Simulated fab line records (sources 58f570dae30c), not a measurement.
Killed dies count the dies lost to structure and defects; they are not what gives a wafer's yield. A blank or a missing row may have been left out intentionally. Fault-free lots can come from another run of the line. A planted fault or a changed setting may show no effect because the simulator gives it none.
Which tool did it? + flow berkeleyCmos170 + 7 lots with 20 wafers sampled at 2 steps, on a route of 331 steps

WHAT THE GAUGES READ, wafer by wafer
UCB170_NLDD_TW_MEAS_11.
| lot  | measured     | on           | NLDD_TW             |
|------|--------------|--------------|---------------------|
| L276 | day 7 13:37  | filmMetro-03 | 2225 2223 2219      |
| L278 | day 7 14:02  | filmMetro-03 | 2224 2219 2227      |
| L282 | day 7 23:34  | filmMetro-01 | 2252 2246 2249      |
| L284 | day 8 18:55  | filmMetro-01 | 2122 2116 2130 2126 |
| L289 | day 9 12:18  | filmMetro-03 | 2228 2221 2221      |
| L292 | day 10 15:30 | filmMetro-04 | 2245 2249 2248      |
| L295 | day 11 03:16 | filmMetro-01 | 2218 2218 2219      |

EACH LOT AND THE TOOL THAT RAN IT (in order: tool; ch and the chambers of the sampled wafers; start)
| lot  | UCB170_NLDD_IMPLANT_08          |
|------|---------------------------------|
| L276 | implanter-03 ch 0, day 7 13:13  |
| L278 | implanter-02 ch 0, day 7 13:40  |
| L282 | implanter-01 ch 0, day 7 23:10  |
| L284 | implanter-01 ch 0, day 8 18:32  |
| L289 | implanter-03 ch 0, day 9 11:52  |
| L292 | implanter-02 ch 0, day 10 15:06 |
| L295 | implanter-02 ch 0, day 11 02:54 |
- UCB170_NLDD_IMPLANT_08

THE ANSWER, worked out from the rows above alone
Rule: what is usual is taken from the lots themselves. Put in order of their means at a reading, lots are off if they are a third of the lots or fewer, leave a main group of 4 or more, and stand apart from it by a gap of 3 or more times the standard deviation of the main group's means; of several such gaps the widest counts. The tables above print the reading to a certain number of digits; a main group whose means all agree to those digits is not used. A lot without any number at a reading at which 4 lots or more have one is off too. The other lots that the step has rows for count as sound.
Off: at UCB170_NLDD_TW_MEAS_11 (NLDD_TW), L284. The main group has a mean of 2231 with a standard deviation of 13.
A tool fits if, at a process step before that reading, it ran every lot that is off, and no sound lot after the first of them. The gauges at UCB170_NLDD_TW_MEAS_11 are tried like those tools. One fits: UCB170_NLDD_IMPLANT_08 on implanter-01. A fault onset in the window from L282 (day 7 23:10, its last sound lot) to L284 (day 8 18:32, its first lot off) fits.

WHAT THE SIMULATOR PUT IN
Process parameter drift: implanter-01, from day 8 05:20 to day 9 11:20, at UCB170_NLDD_IMPLANT_08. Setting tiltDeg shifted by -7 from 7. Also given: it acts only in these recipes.
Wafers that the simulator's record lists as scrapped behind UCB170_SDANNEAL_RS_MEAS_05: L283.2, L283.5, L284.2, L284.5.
Shown lots that were struck: L284. The same result came from the rule above.
